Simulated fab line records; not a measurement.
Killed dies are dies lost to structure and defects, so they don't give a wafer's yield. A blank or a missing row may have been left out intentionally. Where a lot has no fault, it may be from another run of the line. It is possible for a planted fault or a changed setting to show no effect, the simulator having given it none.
Which of the tools did it? + flow ritCmos + 42 wafers from 14 lots sampled at 6 of the route's 202 steps

WHAT THE GAUGES SHOWED, per wafer
RIT_NWELL_OVL_MEAS_06. Usual: for NWELL_OVL the level is -1.2 nm and the standard deviation is 1.3.
| lot  | measured    | on         | NWELL_OVL (nm) | flag |
|------|-------------|------------|----------------|------|
| L239 | day 2 01:25 | overlay-02 | -1.7 -0.8 -0.7 |      |
| L240 | day 2 06:09 | overlay-02 | -0.3 1.5 0.5   |      |
| L241 | day 2 12:19 | overlay-02 | -1.0 -1.5 -3.6 |      |
| L242 | day 2 17:40 | overlay-02 | -1.6 -2.3 -1.5 |      |
| L243 | day 2 21:23 | overlay-01 | -1.9 1.9 -0.3  |      |
| L244 | day 3 02:28 | overlay-02 | -1.3 -1.6 -1.1 |      |
| L246 | day 3 13:40 | overlay-02 | -2.8 -2.3 -2.1 |      |
| L247 | day 3 17:37 | overlay-01 | -0.8 -2.9 -2.5 |      |
| L249 | day 4 03:25 | overlay-02 | -0.9 -0.5 -0.9 |      |
| L252 | day 4 18:25 | overlay-02 | -0.8 0.4 -1.7  |      |
| L254 | day 5 04:51 | overlay-02 | -1.1 -1.6 -0.1 |      |
| L257 | day 5 20:59 | overlay-02 | -4.9 -3.2 -4.4 |      |
| L259 | day 6 07:07 | overlay-01 | -0.7 0.1 -1.4  |      |
| L261 | day 6 20:16 | overlay-02 | 0.5 -1.9 -1.2  |      |

RIT_WELLDRIVE_RS_MEAS_02: the measuring method here is four-point-probe. Usual: for PWELL_RS the level is 429.7 ohm/sq and the standard deviation is 1.2.
| lot  | measured    | on           | PWELL_RS (ohm/sq) | flag |
|------|-------------|--------------|-------------------|------|
| L239 | day 2 08:50 | filmMetro-03 | 430.5 428.5 429.8 |      |
| L240 | day 2 13:37 | filmMetro-02 | 430.4 428.5 428.7 |      |
| L241 | day 2 19:52 | filmMetro-04 | 428.9 430.7 431.1 |      |
| L242 | day 3 01:13 | filmMetro-04 | 429.4 428.5 429.6 |      |
| L243 | day 3 05:11 | filmMetro-04 | 431.2 431.1 429.6 |      |
| L244 | day 3 10:13 | filmMetro-02 | 428.2 428.2 427.4 |      |
| L246 | day 3 21:05 | filmMetro-03 | 425.6 429.5 428.8 |      |
| L247 | day 4 01:10 | filmMetro-04 | 430.0 428.3 430.0 |      |
| L249 | day 4 11:20 | filmMetro-03 | 430.0 430.6 429.9 |      |
| L252 | day 5 02:04 | filmMetro-03 | 427.9 429.2 429.2 |      |
| L254 | day 5 12:43 | filmMetro-04 | 429.6 430.2 429.4 |      |
| L257 | day 6 04:59 | filmMetro-02 | 430.7 430.0 429.4 |      |
| L259 | day 6 15:09 | filmMetro-04 | 428.4 429.3 430.3 |      |
| L261 | day 7 03:51 | filmMetro-03 | 428.0 429.0 428.5 |      |

RIT_SDANNEAL_RS_MEAS_04: the measuring method here is four-point-probe. Usual: for PSD_RS the level is 115.95 ohm/sq and the standard deviation is 0.26.
| lot  | measured    | on           | PSD_RS (ohm/sq)      | flag |
|------|-------------|--------------|----------------------|------|
| L239 | day 3 07:05 | filmMetro-01 | 115.99 116.00 115.90 |      |
| L240 | day 3 13:08 | filmMetro-03 | 116.05 115.82 115.73 |      |
| L241 | day 3 17:52 | filmMetro-01 | 116.09 116.12 116.78 |      |
| L242 | day 4 00:26 | filmMetro-03 | 116.01 115.76 116.40 |      |
| L243 | day 4 03:16 | filmMetro-01 | 115.66 115.57 115.74 |      |
| L244 | day 4 07:33 | filmMetro-01 | 116.78 116.08 116.11 |      |
| L246 | day 4 17:55 | filmMetro-03 | 116.34 115.93 115.77 |      |
| L247 | day 4 22:02 | filmMetro-01 | 122.07 121.66 121.66 | OFF  |
| L249 | day 5 10:43 | filmMetro-02 | 121.42 121.77 121.77 | OFF  |
| L252 | day 6 01:26 | filmMetro-03 | 115.92 116.20 115.85 |      |
| L254 | day 6 11:35 | filmMetro-02 | 116.11 116.05 115.82 |      |
| L257 | day 7 02:01 | filmMetro-02 | 116.12 115.86 116.05 |      |
| L259 | day 7 14:23 | filmMetro-02 | 115.75 115.70 116.18 |      |
| L261 | day 8 03:22 | filmMetro-01 | 116.16 115.72 115.97 |      |

RIT_SDANNEAL_RS_MEAS_06: the measuring method here is four-point-probe. Usual: for PLDD_RS the level is 178.6 ohm/sq and the standard deviation is 0.46.
| lot  | measured    | on           | PLDD_RS (ohm/sq)  | flag |
|------|-------------|--------------|-------------------|------|
| L239 | day 3 07:20 | filmMetro-01 | 178.5 178.7 177.7 |      |
| L240 | day 3 13:22 | filmMetro-03 | 178.8 178.0 178.0 |      |
| L241 | day 3 18:07 | filmMetro-01 | 178.9 178.4 179.6 |      |
| L242 | day 4 00:41 | filmMetro-03 | 179.0 178.6 178.7 |      |
| L243 | day 4 03:30 | filmMetro-01 | 178.4 178.8 178.6 |      |
| L244 | day 4 07:47 | filmMetro-01 | 179.2 177.9 178.4 |      |
| L246 | day 4 18:09 | filmMetro-03 | 179.1 179.2 179.5 |      |
| L247 | day 4 22:17 | filmMetro-01 | 184.8 184.6 184.1 | OFF  |
| L249 | day 5 10:58 | filmMetro-02 | 183.8 184.1 183.7 | OFF  |
| L252 | day 6 01:40 | filmMetro-03 | 178.4 178.3 178.5 |      |
| L254 | day 6 11:49 | filmMetro-02 | 178.6 178.5 178.5 |      |
| L257 | day 7 02:16 | filmMetro-02 | 179.2 178.9 179.6 |      |
| L259 | day 7 14:37 | filmMetro-02 | 178.6 178.8 178.3 |      |
| L261 | day 8 03:36 | filmMetro-01 | 179.1 178.6 178.9 |      |

WHAT TOOL EACH LOT RAN ON (gives the tool, then ch and the chambers of the sampled wafers, and finally the start)
| lot  | RIT_PSD_STRIP_09                   | RIT_SDANNEAL_RTA_03            |
|------|------------------------------------|--------------------------------|
| L239 | plasmaAsher-01 ch 0,1, day 3 06:01 | rtpAnneal-01 ch 0, day 3 07:02 |
| L240 | plasmaAsher-04 ch 0,1, day 3 12:04 | rtpAnneal-02 ch 0, day 3 13:04 |
| L241 | plasmaAsher-02 ch 0,1, day 3 17:11 | rtpAnneal-01 ch 0, day 3 17:49 |
| L242 | plasmaAsher-02 ch 0,1, day 3 23:32 | rtpAnneal-02 ch 0, day 4 00:23 |
| L243 | plasmaAsher-01 ch 0,1, day 4 02:25 | rtpAnneal-01 ch 0, day 4 03:11 |
| L244 | plasmaAsher-01 ch 0,1, day 4 06:52 | rtpAnneal-02 ch 0, day 4 07:29 |
| L246 | plasmaAsher-02 ch 0,1, day 4 17:14 | rtpAnneal-02 ch 0, day 4 17:51 |
| L247 | plasmaAsher-02 ch 0, day 4 21:23   | rtpAnneal-01 ch 0, day 4 21:59 |
| L249 | plasmaAsher-02 ch 0,1, day 5 10:02 | rtpAnneal-01 ch 0, day 5 10:40 |
| L252 | plasmaAsher-02 ch 0,1, day 6 00:47 | rtpAnneal-02 ch 0, day 6 01:21 |
| L254 | plasmaAsher-02 ch 0,1, day 6 10:55 | rtpAnneal-02 ch 0, day 6 11:31 |
| L257 | plasmaAsher-04 ch 0,1, day 7 01:22 | rtpAnneal-02 ch 0, day 7 01:58 |
| L259 | plasmaAsher-01 ch 1, day 7 13:43   | rtpAnneal-02 ch 0, day 7 14:20 |
| L261 | plasmaAsher-02 ch 0,1, day 8 02:41 | rtpAnneal-02 ch 0, day 8 03:18 |
- RIT_PSD_STRIP_09: strips in O2, time 180 s.
- RIT_SDANNEAL_RTA_03: time 5 s.

WHAT THE TOOLS THEMSELVES READ (means of the sampled wafers that have a number; where no wafer has one, the mark that the record gives instead)
RIT_PSD_STRIP_09. Usual: drypumpMotorCurrentA 5.8 A, standard deviation 0.38.
| lot  | tool           | drypumpMotorCurrentA (A) | flag |
|------|----------------|--------------------------|------|
| L239 | plasmaAsher-01 | 5.8                      |      |
| L240 | plasmaAsher-04 | 5.6                      |      |
| L241 | plasmaAsher-02 | 5.9                      |      |
| L242 | plasmaAsher-02 | 5.6                      |      |
| L243 | plasmaAsher-01 | 5.8                      |      |
| L244 | plasmaAsher-01 | 5.9                      |      |
| L246 | plasmaAsher-02 | 5.6                      |      |
| L247 | plasmaAsher-02 | 5.4                      |      |
| L249 | plasmaAsher-02 | 5.9                      |      |
| L252 | plasmaAsher-02 | 5.7                      |      |
| L254 | plasmaAsher-02 | 5.6                      |      |
| L257 | plasmaAsher-04 | 6.0                      |      |
| L259 | plasmaAsher-01 | 5.9                      |      |
| L261 | plasmaAsher-02 | 5.7                      |      |

RIT_SDANNEAL_RTA_03. Usual: wafer_temp_C_max 1053.5, standard deviation 1.1.
| lot  | tool         | wafer_temp_C_max | flag |
|------|--------------|------------------|------|
| L239 | rtpAnneal-01 | 1053.7           |      |
| L240 | rtpAnneal-02 | 1053.6           |      |
| L241 | rtpAnneal-01 | 1052.7           |      |
| L242 | rtpAnneal-02 | 1053.8           |      |
| L243 | rtpAnneal-01 | 1054.5           |      |
| L244 | rtpAnneal-02 | 1053.9           |      |
| L246 | rtpAnneal-02 | 1052.8           |      |
| L247 | rtpAnneal-01 | 1045.7           | OFF  |
| L249 | rtpAnneal-01 | 1044.4           | OFF  |
| L252 | rtpAnneal-02 | 1052.0           |      |
| L254 | rtpAnneal-02 | 1053.4           |      |
| L257 | rtpAnneal-02 | 1052.6           |      |
| L259 | rtpAnneal-02 | 1053.3           |      |
| L261 | rtpAnneal-02 | 1054.1           |      |

THE ANSWER, worked out from the rows above alone
Rule: take the mean of a lot's wafers that have a number; if it is more than 3 standard deviations from the usual mean, the lot is off. Also off: a lot with no number at a reading for which 4 or more lots have one. Where the step has rows for the other lots, those lots are counted as sound. The gauges are gone through in route order, then the tools' own readings, and for those a lot's mean is taken as printed above. The first step at which some lot is off is used, and at that step the reading that is off furthest; a lot without a number counts as furthest.
Off: L247, L249, seen at RIT_SDANNEAL_RS_MEAS_04 (PSD_RS).
A tool fits if, at a process step before that reading, it ran every lot that is off, and no sound lot after the first of them. Not tried: the gauges at RIT_SDANNEAL_RS_MEAS_04; whatever is off there is also off at RIT_SDANNEAL_RTA_03, on other tools, and gauge error can't account for it. One fits: RIT_SDANNEAL_RTA_03 on rtpAnneal-01. A fault onset in the window from L243 (day 4 03:11, its last sound lot) to L247 (day 4 21:59, its first lot off) fits.
On the lots that are off, the tool's own readings at RIT_SDANNEAL_RTA_03 differ by more than 5 times the standard deviation of the sound lots' means, which bears it out; wafer_temp_C_max reads 1045.1 there versus 1053.4 on the sound lots.

WHAT THE SIMULATOR HAD PUT IN
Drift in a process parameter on rtpAnneal-01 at RIT_SDANNEAL_RTA_03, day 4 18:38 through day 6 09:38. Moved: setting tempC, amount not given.
Shown lots that were struck: L247, L249. The rule above found the same.
